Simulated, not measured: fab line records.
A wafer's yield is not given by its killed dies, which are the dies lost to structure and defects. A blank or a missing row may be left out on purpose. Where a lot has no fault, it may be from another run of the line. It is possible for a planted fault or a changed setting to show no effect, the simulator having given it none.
fab line records -- flow berkeley-cmos170
record: lots: 5, wafers: 23
route steps=331 shown NVT@111 GATE@125 FIELD@126 NLDD@159 PSD@183 NSD@188 SDANNEAL@204 CONTACT@217 M1@242
start-h: hours from the record's opening day to when the first of the lot's shown wafers began -- wait-h: hours from the lot's prior step to this one -- " identical to the entry in the row above -- L1.1+2: one row covering several wafers at once -- - no value, or no start given -- * or withheld: withheld -- < > ~ a bound
route shown NAME@n: a module of which the file shows steps, and the number in the route of the first -- usual: mean/standard deviation taken from wafers without a fault -- same: alike in all rows -- chamber/n: place in a boat -- sites: the reading at each site -- _std_site: the values' standard deviation -- _edge_site: inner sites' mean taken away from outer sites' mean -- radius-mm: how far each site lies from the wafer's centre -- mask NAME#n: copy n -- behind: the most recent tool/chamber to have shaped the wafer -- hold: reason for holding the lot/hours on hold/outcome of the hold -- device: the transistor (n, p or np) that didn't switch -- end of line: the route-end tests of the same wafers -- step lacking rows: just its recipe -- killed: at the first sort, the dies lost to defects and structure; wafer yield is something else -- map: dies across one wafer; x = killed, . = not, _ = none there
set.NAME: the run value of the setting; set.NAME@STEP: its run value at that earlier step -- model.NAME: the simulator's own value behind a step, which no gauge read
one table per step and one row per wafer, for lots whose settings were changed on purpose
== steps ==
step: UCB170_NVT_IMPLANT_07
recipe: species: BF2, dose-cm2: 3e+12, energy-kev: 50, tilt-deg: 7
lot.wafer,tool,chamber,start-h,wait-h,set.tilt-deg
L076.3+5+6,implanter-04,0,127.54,0.1,7
L077.1+2,implanter-02,0,131.78,0.0,7
L077.3+5+6,implanter-02,0,131.78,0.0,6.199
L080.1+2+3+4+5,implanter-03,0,137.01,0.0,7
L078.1+3+4,implanter-02,0,137.46,0.0,7
L078.5+6,implanter-02,0,137.46,0.0,7.715
L083.2+4,implanter-04,0,157.45,0.0,7
L083.3+5+6,implanter-04,0,157.45,0.0,6.486
step: UCB170_NVT_STRIP_08
recipe: chemistry: O2, power-w: 400, pressure-mtorr: 3500, platen-temp-c: withheld, o2-flow-sccm: 400, overash-fraction: 0.5
step: UCB170_GATE_WET_ETCH_00
recipe: chemistry: dHF, dilution: 25:1, target: SiO2, temp-c: 25, time-s: 200
step: UCB170_FIELD_THK_MEAS_91
recipe: reads: SiO2_of_FIELD_OXIDATION_01
usual: FIELD_OXIDE_LEFT_2_THK: 347/6.6
lot.wafer,tool,chamber,start-h,wait-h,set.temp-c@FIELD_OXIDATION_01,FIELD_OXIDE_LEFT_2_THK[nm]
L076.3,film-metro-01,-,129.58,0.0,1000,353
L076.5,film-metro-01,-,129.58,0.0,1000,341
L076.6,film-metro-01,-,129.58,0.0,1000,355
L077.1,film-metro-02,-,134.70,0.0,974,251
L077.2,film-metro-02,-,134.70,0.0,974,250
L077.3,film-metro-02,-,134.70,0.0,974,250
L077.5,film-metro-02,-,134.70,0.0,974,243
L077.6,film-metro-02,-,134.70,0.0,974,247
L080.1,film-metro-01,-,140.02,0.0,980.7,290
L080.2,film-metro-01,-,140.02,0.0,980.7,283
L080.3,film-metro-01,-,140.02,0.0,980.7,299
L080.4,film-metro-01,-,140.02,0.0,980.7,284
L080.5,film-metro-01,-,140.02,0.0,980.7,282
L078.1,film-metro-01,-,140.39,0.0,1015,399
L078.3,film-metro-01,-,140.39,0.0,1015,396
L078.4,film-metro-01,-,140.39,0.0,1015,388
L078.5,film-metro-01,-,140.39,0.0,1015,395
L078.6,film-metro-01,-,140.39,0.0,1015,390
L083.2,film-metro-02,-,163.02,0.0,980.2,274
L083.3,film-metro-02,-,163.02,0.0,980.2,275
L083.4,film-metro-02,-,163.02,0.0,980.2,278
L083.5,film-metro-02,-,163.02,0.0,980.2,274
L083.6,film-metro-02,-,163.02,0.0,980.2,274
step: UCB170_NLDD_COAT_01
recipe: resist: KrF, spin-rpm: 1500, resist-thk-nm: 900
lot.wafer,tool,chamber,start-h,wait-h,set.resist-thk-nm,model.KrF_of_NLDD_COAT_01.thk-nm
L076.3,litho-track-03,0,143.83,0.1,900,898.4
L076.5,litho-track-03,0,143.83,0.1,900,896.1
L076.6,litho-track-03,0,143.83,0.1,900,897.4
L077.1,litho-track-02,0,148.44,0.1,900,901.9
L077.2,litho-track-02,0,148.44,0.1,938.3,937.2
L077.3,litho-track-02,0,148.44,0.1,900,901.7
L077.5,litho-track-02,0,148.44,0.1,938.3,938.7
L077.6,litho-track-02,0,148.44,0.1,938.3,937.3
L078.1,litho-track-01,0,155.17,0.1,900,901.7
L078.3,litho-track-01,0,155.17,0.1,900,898.8
L078.4,litho-track-01,0,155.17,0.1,865.6,864.6
L078.5,litho-track-01,0,155.17,0.1,865.6,864.8
L078.6,litho-track-01,0,155.17,0.1,900,900.7
L080.1,litho-track-02,0,155.37,0.1,900,895.2
L080.2,litho-track-02,0,155.37,0.1,948.7,944.5
L080.3,litho-track-02,0,155.37,0.1,948.7,941.6
L080.4,litho-track-02,0,155.37,0.1,948.7,944.6
L080.5,litho-track-02,0,155.37,0.1,900,894.9
L083.2,litho-track-01,0,180.45,0.1,900,904.8
L083.3+6,litho-track-01,0,180.45,0.1,900,905.1
L083.4,litho-track-01,0,180.45,0.1,900,907.1
L083.5,litho-track-01,0,180.45,0.1,900,903.5
step: UCB170_NLDD_EXPOSE_03
recipe: mask-id: NSELECT, na: 0.5, sigma-outer: 0.6, source-shape: conventional, target-cd-nm: 1200, dose-mj: 30
lot.wafer,tool,chamber,start-h,wait-h,mask,set.dose-mj
L076.3+5+6,krf-scanner-01,0,144.25,0.2,NSELECT#0,30
L077.1+3+6,krf-scanner-02,0,148.87,0.2,NSELECT#0,31.72
L077.2+5,krf-scanner-02,0,148.87,0.2,NSELECT#0,30
L078.1+3+4+5+6,krf-scanner-02,0,155.60,0.2,NSELECT#0,30
L080.1+2+3+4+5,krf-scanner-02,0,155.71,0.2,NSELECT#0,30
L083.2+6,krf-scanner-02,0,180.87,0.2,NSELECT#0,30.74
L083.3+4+5,krf-scanner-02,0,180.87,0.2,NSELECT#0,30
step: UCB170_NLDD_PEB_04
recipe: peb-temp-c: 130, peb-time-s: withheld, resist: KrF
step: UCB170_NLDD_DEVELOP_05
recipe: developer: TMAH, develop-time-s: 45, resist: KrF, dev-temp-c: 21
step: UCB170_NLDD_CD_MEAS_06
recipe: target-cd-nm: 1200
usual: cd-nm: 1200.1/1.5
lot.wafer,tool,chamber,start-h,wait-h,set.dose-mj@NLDD_EXPOSE_03,cd-nm
L076.3,cd-sem-01,-,144.67,-,30,1202.0
L076.5,cd-sem-01,-,144.67,-,30,1200.7
L076.6,cd-sem-01,-,144.67,-,30,1200.6
L077.1,cd-sem-02,-,149.58,-,31.72,1207.3
L077.2,cd-sem-02,-,149.58,-,30,1196.2
L077.3,cd-sem-02,-,149.58,-,31.72,1207.2
L077.5,cd-sem-02,-,149.58,-,30,1196.5
L077.6,cd-sem-02,-,149.58,-,31.72,1206.6
L078.1,cd-sem-02,-,156.22,-,30,1199.0
L078.3,cd-sem-02,-,156.22,-,30,1198.0
L078.4,cd-sem-02,-,156.22,-,30,1200.1
L078.5,cd-sem-02,-,156.22,-,30,1200.8
L078.6,cd-sem-02,-,156.22,-,30,1198.3
L080.1,cd-sem-01,-,156.45,-,30,1201.0
L080.2,cd-sem-01,-,156.45,-,30,1199.9
L080.3,cd-sem-01,-,156.45,-,30,1199.1
L080.4,cd-sem-01,-,156.45,-,30,1199.0
L080.5,cd-sem-01,-,156.45,-,30,1203.4
L083.2,cd-sem-02,-,181.38,-,30.74,1203.0
L083.3,cd-sem-02,-,181.38,-,30,1199.8
L083.4,cd-sem-02,-,181.38,-,30,1200.1
L083.5,cd-sem-02,-,181.38,-,30,1199.9
L083.6,cd-sem-02,-,181.38,-,30.74,1203.9
step: UCB170_NLDD_IMPLANT_08
recipe: species: As, dose-cm2: 5e+13, energy-kev: 30, tilt-deg: 7, rotation-deg: 0
step: UCB170_NLDD_IMPLANT_09
recipe: species: As, dose-cm2: 5e+13, energy-kev: 30, tilt-deg: 7, rotation-deg: 180
step: UCB170_NLDD_STRIP_10
recipe: chemistry: O2, power-w: 400, pressure-mtorr: 3500, platen-temp-c: withheld, o2-flow-sccm: 400, overash-fraction: 0.5
usual: strip-time-to-endpoint-s: 21.67/0.092
lot.wafer,tool,chamber,start-h,wait-h,set.resist-thk-nm@NLDD_COAT_01,strip-time-to-endpoint-s
L076.3,plasma-asher-02,1,145.12,0.1,900,21.59
L076.5,plasma-asher-02,0,145.12,0.1,900,21.53
L076.6,plasma-asher-02,1,145.12,0.1,900,21.55
L077.1,plasma-asher-03,1,150.04,0.1,900,21.68
L077.2,plasma-asher-03,0,150.04,0.1,938.3,22.52
L077.3,plasma-asher-03,0,150.04,0.1,900,21.68
L077.5,plasma-asher-03,1,150.04,0.1,938.3,22.56
L077.6,plasma-asher-03,0,150.04,0.1,938.3,22.52
L078.1,plasma-asher-03,0,156.67,0.1,900,21.67
L078.3,plasma-asher-03,1,156.67,0.1,900,21.61
L078.4,plasma-asher-03,0,156.67,0.1,865.6,20.79
L078.5,plasma-asher-03,0,156.67,0.1,865.6,20.78
L078.6,plasma-asher-03,1,156.67,0.1,900,21.63
L080.1,plasma-asher-02,0,156.91,0.1,900,21.52
L080.2,plasma-asher-02,1,156.91,0.1,948.7,22.69
L080.3,plasma-asher-02,0,156.91,0.1,948.7,22.61
L080.4,plasma-asher-02,1,156.91,0.1,948.7,22.69
L080.5,plasma-asher-02,1,156.91,0.1,900,21.50
L083.2,plasma-asher-04,1,181.82,0.1,900,21.75
L083.3,plasma-asher-04,1,181.82,0.1,900,21.74
L083.4,plasma-asher-04,0,181.82,0.1,900,21.80
L083.5,plasma-asher-04,0,181.82,0.1,900,21.71
L083.6,plasma-asher-04,1,181.82,0.1,900,21.76
step: UCB170_PSD_IMPLANT_08
recipe: species: B, dose-cm2: 3e+15, energy-kev: 20, tilt-deg: 7
lot.wafer,tool,chamber,start-h,wait-h,set.dose-cm2
L076.3+5+6,implanter-02,0,151.44,0.1,3e+15
L077.1+2+3+5+6,implanter-04,0,156.72,0.0,3e+15
L078.1+4+6,implanter-04,0,162.22,0.0,2.899e+15
L078.3+5,implanter-04,0,162.22,0.0,3e+15
L080.1+2+3+4+5,implanter-02,0,162.50,0.0,3e+15
L083.2+5,implanter-03,0,190.22,0.0,3e+15
L083.3+4+6,implanter-03,0,190.22,0.0,3.208e+15
step: UCB170_PSD_STRIP_09
recipe: chemistry: O2, power-w: 400, pressure-mtorr: 3500, platen-temp-c: withheld, o2-flow-sccm: 400, overash-fraction: 0.5
usual: strip-time-to-endpoint-s: 29.44/0.099
lot.wafer,tool,chamber,start-h,wait-h,set.dose-cm2@PSD_IMPLANT_08,strip-time-to-endpoint-s
L076.3,plasma-asher-01,0,151.58,0.1,3e+15,29.45
L076.5,plasma-asher-01,0,151.58,0.1,3e+15,29.53
L076.6,plasma-asher-01,1,151.58,0.1,3e+15,29.43
L077.1,plasma-asher-01,0,156.87,0.1,3e+15,29.52
L077.2,plasma-asher-01,1,156.87,0.1,3e+15,29.49
L077.3,plasma-asher-01,1,156.87,0.1,3e+15,29.54
L077.5,plasma-asher-01,1,156.87,0.1,3e+15,29.56
L077.6,plasma-asher-01,0,156.87,0.1,3e+15,29.50
L078.1,plasma-asher-04,1,162.37,0.1,2.899e+15,29.08
L078.3,plasma-asher-04,1,162.37,0.1,3e+15,29.37
L078.4,plasma-asher-04,0,162.37,0.1,2.899e+15,29.05
L078.5,plasma-asher-04,1,162.37,0.1,3e+15,29.40
L078.6,plasma-asher-04,0,162.37,0.1,2.899e+15,29.06
L080.1,plasma-asher-01,0,162.65,0.1,3e+15,29.33
L080.2,plasma-asher-01,1,162.65,0.1,3e+15,29.36
L080.3,plasma-asher-01,1,162.65,0.1,3e+15,29.39
L080.4,plasma-asher-01,0,162.65,0.1,3e+15,29.34
L080.5,plasma-asher-01,0,162.65,0.1,3e+15,29.33
L083.2,plasma-asher-03,0,190.35,0.1,3e+15,29.28
L083.3,plasma-asher-03,1,190.35,0.1,3.208e+15,30.09
L083.4,plasma-asher-03,0,190.35,0.1,3.208e+15,30.06
L083.5,plasma-asher-03,1,190.35,0.1,3e+15,29.27
L083.6,plasma-asher-03,0,190.35,0.1,3.208e+15,30.03
step: UCB170_PSD_TW_MEAS_10
usual: PSD_TW: 2329/23
lot.wafer,tool,chamber,start-h,wait-h,set.dose-cm2@PSD_IMPLANT_08,PSD_TW
L076.3,film-metro-04,-,151.66,0.1,3e+15,2345
L076.5,film-metro-04,-,151.66,0.1,3e+15,2325
L076.6,film-metro-04,-,151.66,0.1,3e+15,2326
L077.1,film-metro-04,-,156.97,0.1,3e+15,2331
L077.2,film-metro-04,-,156.97,0.1,3e+15,2332
L077.3,film-metro-04,-,156.97,0.1,3e+15,2326
L077.5,film-metro-04,-,156.97,0.1,3e+15,2328
L077.6,film-metro-04,-,156.97,0.1,3e+15,2333
L078.1,film-metro-02,-,162.47,0.1,2.899e+15,2285
L078.3,film-metro-02,-,162.47,0.1,3e+15,2322
L078.4,film-metro-02,-,162.47,0.1,2.899e+15,2301
L078.5,film-metro-02,-,162.47,0.1,3e+15,2315
L078.6,film-metro-02,-,162.47,0.1,2.899e+15,2290
L080.1,film-metro-04,-,162.75,0.1,3e+15,2327
L080.2,film-metro-04,-,162.75,0.1,3e+15,2330
L080.3,film-metro-04,-,162.75,0.1,3e+15,2335
L080.4,film-metro-04,-,162.75,0.1,3e+15,2335
L080.5,film-metro-04,-,162.75,0.1,3e+15,2321
L083.2,film-metro-02,-,190.46,0.1,3e+15,2289
L083.3,film-metro-02,-,190.46,0.1,3.208e+15,2344
L083.4,film-metro-02,-,190.46,0.1,3.208e+15,2344
L083.5,film-metro-02,-,190.46,0.1,3e+15,2290
L083.6,film-metro-02,-,190.46,0.1,3.208e+15,2341
step: UCB170_NSD_COAT_01
recipe: resist: KrF, spin-rpm: 1500, resist-thk-nm: 900
lot.wafer,tool,chamber,start-h,wait-h,set.spin-rpm,model.KrF_of_NSD_COAT_01.thk-nm
L076.3,litho-track-01,0,153.38,0.1,1500,902.8
L076.5,litho-track-01,0,153.38,0.1,1500,899.4
L076.6,litho-track-01,0,153.38,0.1,1500,901.4
L077.1,litho-track-01,0,157.39,0.1,1445,918.6
L077.2,litho-track-01,0,157.39,0.1,1445,918.7
L077.3,litho-track-01,0,157.39,0.1,1500,901.7
L077.5,litho-track-01,0,157.39,0.1,1445,922.1
L077.6,litho-track-01,0,157.39,0.1,1500,904.5
L078.1,litho-track-01,0,163.49,0.1,1470,911.1
L078.3,litho-track-01,0,163.49,0.1,1470,909.1
L078.4,litho-track-01,0,163.49,0.1,1500,902.6
L078.5,litho-track-01,0,163.49,0.1,1500,902.5
L078.6,litho-track-01,0,163.49,0.1,1500,903.4
L080.1,litho-track-02,0,163.90,0.1,1500,901
L080.2,litho-track-02,0,163.90,0.1,1460,913.2
L080.3,litho-track-02,0,163.90,0.1,1460,911.4
L080.4,litho-track-02,0,163.90,0.1,1500,901.1
L080.5,litho-track-02,0,163.90,0.1,1460,914.1
L083.2,litho-track-01,0,190.97,0.1,1500,904.7
L083.3,litho-track-01,0,190.97,0.1,1535,895.1
L083.4,litho-track-01,0,190.97,0.1,1500,905
L083.5,litho-track-01,0,190.97,0.1,1500,902.6
L083.6,litho-track-01,0,190.97,0.1,1535,895.8
step: UCB170_NSD_SOFTBAKE_02
recipe: resist: KrF, temp-c: 130, time-s: 60
step: UCB170_NSD_EXPOSE_03
recipe: mask-id: NSELECT_MOD, na: 0.5, sigma-outer: 0.6, source-shape: conventional, target-cd-nm: 1200, dose-mj: 30
step: UCB170_NSD_IMPLANT_08
recipe: species: P, dose-cm2: 3e+15, energy-kev: 40, tilt-deg: 7
step: UCB170_NSD_STRIP_09
recipe: chemistry: O2, power-w: 400, pressure-mtorr: 3500, platen-temp-c: withheld, o2-flow-sccm: 400, overash-fraction: 0.5
usual: strip-time-to-endpoint-s: 35.89/0.062
lot.wafer,tool,chamber,start-h,wait-h,set.spin-rpm@NSD_COAT_01,strip-time-to-endpoint-s
L076.3,plasma-asher-01,1,154.36,0.1,1500,35.89
L076.5,plasma-asher-01,1,154.36,0.1,1500,35.86
L076.6,plasma-asher-01,0,154.36,0.1,1500,35.89
L077.1,plasma-asher-01,0,158.52,0.1,1445,36.30
L077.2,plasma-asher-01,1,158.52,0.1,1445,36.29
L077.3,plasma-asher-01,1,158.52,0.1,1500,35.87
L077.5,plasma-asher-01,0,158.52,0.1,1445,36.36
L077.6,plasma-asher-01,1,158.52,0.1,1500,35.98
L078.1,plasma-asher-02,0,165.10,0.1,1470,36.07
L078.3,plasma-asher-02,0,165.10,0.1,1470,36.02
L078.4,plasma-asher-02,1,165.10,0.1,1500,35.85
L078.5,plasma-asher-02,0,165.10,0.1,1500,35.93
L078.6,plasma-asher-02,1,165.10,0.1,1500,35.90
L080.1,plasma-asher-02,1,165.51,0.1,1500,35.90
L080.2,plasma-asher-02,0,165.51,0.1,1460,36.21
L080.3,plasma-asher-02,0,165.51,0.1,1460,36.17
L080.4,plasma-asher-02,1,165.51,0.1,1500,35.94
L080.5,plasma-asher-02,0,165.51,0.1,1460,36.23
L083.2,plasma-asher-04,1,192.27,0.1,1500,35.86
L083.3,plasma-asher-04,0,192.27,0.1,1535,35.61
L083.4,plasma-asher-04,1,192.27,0.1,1500,35.88
L083.5,plasma-asher-04,0,192.27,0.1,1500,35.79
L083.6,plasma-asher-04,1,192.27,0.1,1535,35.63
step: UCB170_NSD_CLEAN_11
recipe: chemistry: SPM, temp-c: 120, time-s: 600
step: UCB170_SDANNEAL_RTA_00
recipe: temp-c: 900, time-s: 10, ambient: N2
step: UCB170_SDANNEAL_RTA_01
recipe: temp-c: 1050, time-s: 5, ambient: N2
step: UCB170_SDANNEAL_RS_MEAS_02
recipe: thk-meas-gauge: four-point-probe
usual: PSD_RS: 75.5/0.37
lot.wafer,tool,chamber,start-h,wait-h,set.dose-cm2@PSD_IMPLANT_08,PSD_RS[ohm/sq]
L076.3,film-metro-03,-,155.57,0.1,3e+15,75.3
L076.5,film-metro-03,-,155.57,0.1,3e+15,75.0
L076.6,film-metro-03,-,155.57,0.1,3e+15,75.3
L077.1,film-metro-02,-,161.23,0.0,3e+15,75.3
L077.2,film-metro-02,-,161.23,0.0,3e+15,75.1
L077.3,film-metro-02,-,161.23,0.0,3e+15,75.3
L077.5,film-metro-02,-,161.23,0.0,3e+15,75.2
L077.6,film-metro-02,-,161.23,0.0,3e+15,75.1
L078.1,film-metro-02,-,166.90,0.0,2.899e+15,77.1
L078.3,film-metro-02,-,166.90,0.0,3e+15,75.1
L078.4,film-metro-02,-,166.90,0.0,2.899e+15,77.4
L078.5,film-metro-02,-,166.90,0.0,3e+15,75.3
L078.6,film-metro-02,-,166.90,0.0,2.899e+15,77.2
L080.1,film-metro-04,-,167.34,0.0,3e+15,75.6
L080.2,film-metro-04,-,167.34,0.0,3e+15,75.9
L080.3,film-metro-04,-,167.34,0.0,3e+15,75.9
L080.4,film-metro-04,-,167.34,0.0,3e+15,75.9
L080.5,film-metro-04,-,167.34,0.0,3e+15,75.9
L083.2,film-metro-03,-,193.55,0.1,3e+15,76.0
L083.3,film-metro-03,-,193.55,0.1,3.208e+15,72.3
L083.4,film-metro-03,-,193.55,0.1,3.208e+15,72.4
L083.5,film-metro-03,-,193.55,0.1,3e+15,76.0
L083.6,film-metro-03,-,193.55,0.1,3.208e+15,72.2
step: UCB170_CONTACT_CVD_01
recipe: material: PSG, target-thk-nm: 700, temp-c: 450, precursor: SiH4/O2/PH3, time-s: 2820, pressure-mtorr: 300, sih4-flow-sccm: 60, o2-flow-sccm: 90, ph3-flow-sccm: 25
lot.wafer,tool,chamber,start-h,wait-h,set.time-s,model.PSG_of_CONTACT_CVD_01.thk-nm
L076.3,lpcvd-01,1,156.55,0.0,2820,712.6
L076.5,lpcvd-01,1,156.55,0.0,2820,705.1
L076.6,lpcvd-01,1,156.55,0.0,2820,712.1
L077.1,-,-,-,0.2,2820,703.1
L077.2,-,-,-,0.2,2820,705.4
L077.3,-,-,-,0.2,2820,702
L077.5,-,-,-,0.2,2820,699.5
L077.6,-,-,-,0.2,2820,700.6
L078.1,-,-,-,1.8,2820,690.6
L078.3,-,-,-,1.8,2820,688.8
L078.4,-,-,-,1.8,2820,696.8
L078.5,-,-,-,1.8,2820,698.3
L078.6,-,-,-,1.8,2820,690.7
L080.1,-,-,-,1.1,2955,718.2
L080.2,-,-,-,1.1,2955,728.1
L080.3,-,-,-,1.1,2955,729.4
L080.4,-,-,-,1.1,2955,729.5
L080.5,-,-,-,1.1,2955,722
L083.2,-,-,-,0.0,3009,749
L083.3,-,-,-,0.0,3009,745.6
L083.4,-,-,-,0.0,3009,747.6
L083.5,-,-,-,0.0,3009,745.5
L083.6,-,-,-,0.0,3009,748.1
step: UCB170_CONTACT_COAT_04
recipe: resist: KrF, spin-rpm: 1500, resist-thk-nm: 900
lot.wafer,tool,chamber,start-h,wait-h,set.spin-rpm,model.KrF_of_CONTACT_COAT_04.thk-nm
L076.3+6,litho-track-03,0,158.89,0.1,1500,903.3
L076.5,litho-track-03,0,158.89,0.1,1500,900
L077.1,litho-track-02,0,165.35,0.1,1500,900.3
L077.2,litho-track-02,0,165.35,0.1,1500,901.9
L077.3,litho-track-02,0,165.35,0.1,1500,899.1
L077.5,litho-track-02,0,165.35,0.1,1555,882.2
L077.6,litho-track-02,0,165.35,0.1,1555,882.5
L078.1,litho-track-02,0,171.74,0.1,1500,897.9
L078.3,litho-track-02,0,171.74,0.1,1500,900
L078.4,litho-track-02,0,171.74,0.1,1500,900.6
L078.5,litho-track-02,0,171.74,0.1,1500,898.8
L078.6,litho-track-02,0,171.74,0.1,1500,900.9
L080.1,litho-track-03,0,171.90,0.1,1500,905.6
L080.2,litho-track-03,0,171.90,0.1,1391,936.4
L080.3,litho-track-03,0,171.90,0.1,1500,904
L080.4+5,litho-track-03,0,171.90,0.1,1391,938.8
L083.2,litho-track-03,0,196.71,0.1,1500,906.1
L083.3,litho-track-03,0,196.71,0.1,1500,905.6
L083.4,litho-track-03,0,196.71,0.1,1500,906.6
L083.5,litho-track-03,0,196.71,0.1,1566,883.1
L083.6,litho-track-03,0,196.71,0.1,1566,883.5
step: UCB170_CONTACT_SOFTBAKE_05
recipe: resist: KrF, temp-c: 130, time-s: 60
step: UCB170_CONTACT_STRIP_06
recipe: chemistry: O2, power-w: 400, pressure-mtorr: 3500, platen-temp-c: withheld, o2-flow-sccm: 400, overash-fraction: 0.5
usual: strip-time-to-endpoint-s: 22.00/0.052
lot.wafer,tool,chamber,start-h,wait-h,set.spin-rpm@CONTACT_COAT_04,strip-time-to-endpoint-s
L076.3,plasma-asher-03,0,159.17,0.1,1500,22.03
L076.5,plasma-asher-03,0,159.17,0.1,1500,21.97
L076.6,plasma-asher-03,1,159.17,0.1,1500,22.04
L077.1,plasma-asher-03,1,165.65,0.1,1500,21.98
L077.2,plasma-asher-03,0,165.65,0.1,1500,22.03
L077.3,plasma-asher-03,1,165.65,0.1,1500,21.94
L077.5,plasma-asher-03,0,165.65,0.1,1555,21.54
L077.6,plasma-asher-03,1,165.65,0.1,1555,21.55
L078.1,plasma-asher-04,0,172.04,0.1,1500,21.92
L078.3,plasma-asher-04,1,172.04,0.1,1500,21.96
L078.4,plasma-asher-04,0,172.04,0.1,1500,21.98
L078.5,plasma-asher-04,1,172.04,0.1,1500,21.93
L078.6,plasma-asher-04,0,172.04,0.1,1500,21.99
L080.1,plasma-asher-03,1,172.20,0.1,1500,22.11
L080.2,plasma-asher-03,0,172.20,0.1,1391,22.84
L080.3,plasma-asher-03,1,172.20,0.1,1500,22.07
L080.4,plasma-asher-03,0,172.20,0.1,1391,22.90
L080.5,plasma-asher-03,0,172.20,0.1,1391,22.88
L083.2,plasma-asher-02,0,196.99,0.1,1500,22.12
L083.3,plasma-asher-02,1,196.99,0.1,1500,22.12
L083.4,plasma-asher-02,0,196.99,0.1,1500,22.11
L083.5,plasma-asher-02,0,196.99,0.1,1566,21.56
L083.6,plasma-asher-02,1,196.99,0.1,1566,21.59
step: UCB170_M1_COAT_04
recipe: resist: KrF, spin-rpm: 1500, resist-thk-nm: 900
lot.wafer,tool,chamber,start-h,wait-h,set.spin-rpm,model.KrF_of_M1_COAT_04.thk-nm
L076.3,litho-track-03,0,-,-,1500,904.3
L076.5,litho-track-03,0,-,-,1500,905.9
L076.6,litho-track-03,0,-,-,1500,902.6
L077.1,litho-track-04,0,-,-,1500,901.6
L077.2,litho-track-04,0,-,-,1460,909.3
L077.3,litho-track-04,0,-,-,1460,911
L077.5,litho-track-04,0,-,-,1500,902.6
L077.6,litho-track-04,0,-,-,1500,905.9
L078.1,litho-track-01,0,-,-,1564,879.4
L078.3,litho-track-01,0,-,-,1500,897.7
L078.4,litho-track-01,0,-,-,1564,878.5
L078.5,litho-track-01,0,-,-,1564,879
L078.6,litho-track-01,0,-,-,1500,898.8
L080.1,litho-track-04,0,-,-,1500,899.8
L080.2,litho-track-04,0,-,-,1500,903.9
L080.3,litho-track-04,0,-,-,1500,904.4
L080.4,litho-track-04,0,-,-,1500,901.8
L080.5,litho-track-04,0,-,-,1500,903
L083.2,litho-track-03,0,-,-,1500,900.6
L083.3,litho-track-03,0,-,-,1500,903.1
L083.4,litho-track-03,0,-,-,1431,920.2
L083.5,litho-track-03,0,-,-,1500,900
L083.6,litho-track-03,0,-,-,1431,921.7
== key ==
split: step: UCB170_NVT_IMPLANT_07, setting: tilt-deg, stated: 7, by: wafer
response none clear
split: step: UCB170_NLDD_COAT_01, setting: resist-thk-nm, stated: 900, by: wafer
response: step: UCB170_NLDD_COAT_01, reading: model.KrF_of_NLDD_COAT_01.thk-nm, change: +8.91, per: 1%, r: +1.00
response: step: UCB170_NLDD_STRIP_10, reading: strip-time-to-endpoint-s, change: *, per: 1%, r: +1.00
split: step: UCB170_NLDD_EXPOSE_03, setting: dose-mj, stated: 30, by: wafer
response: step: UCB170_NLDD_CD_MEAS_06, reading: cd-nm, change: +1.79, per: 1%, r: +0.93
split: step: UCB170_PSD_IMPLANT_08, setting: dose-cm2, stated: 3e+15, by: wafer
response: step: UCB170_PSD_STRIP_09, reading: strip-time-to-endpoint-s, change: *, per: 1%, r: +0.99
response: step: UCB170_PSD_TW_MEAS_10, reading: PSD_TW, change: +7.72, per: 1%, r: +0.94
response: step: UCB170_SDANNEAL_RS_MEAS_02, reading: PSD_RS, change: -0.543, per: 1%, r: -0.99
split: step: UCB170_NSD_COAT_01, setting: spin-rpm, stated: 1500, by: wafer
response: step: UCB170_NSD_COAT_01, reading: model.KrF_of_NSD_COAT_01.thk-nm, change: -4.26, per: 1%, r: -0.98
response: step: UCB170_NSD_STRIP_09, reading: strip-time-to-endpoint-s, change: *, per: 1%, r: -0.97
split: step: UCB170_CONTACT_CVD_01, setting: time-s, stated: 2820, by: lot
response: step: UCB170_CONTACT_CVD_01, reading: model.PSG_of_CONTACT_CVD_01.thk-nm, change: +6.48, per: 1%, r: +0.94
split: step: UCB170_CONTACT_COAT_04, setting: spin-rpm, stated: 1500, by: wafer
response: step: UCB170_CONTACT_COAT_04, reading: model.KrF_of_CONTACT_COAT_04.thk-nm, change: -4.76, per: 1%, r: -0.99
response: step: UCB170_CONTACT_STRIP_06, reading: strip-time-to-endpoint-s, change: *, per: 1%, r: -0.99
split: step: UCB170_M1_COAT_04, setting: spin-rpm, stated: 1500, by: wafer
response: step: UCB170_M1_COAT_04, reading: model.KrF_of_M1_COAT_04.thk-nm, change: -4.11, per: 1%, r: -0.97
split outside-this-file step=UCB170_FIELD_OXIDATION_01 setting=temp-c
split outside-this-file: this setting was split too, and the file shows its column; the key of that split is in another file
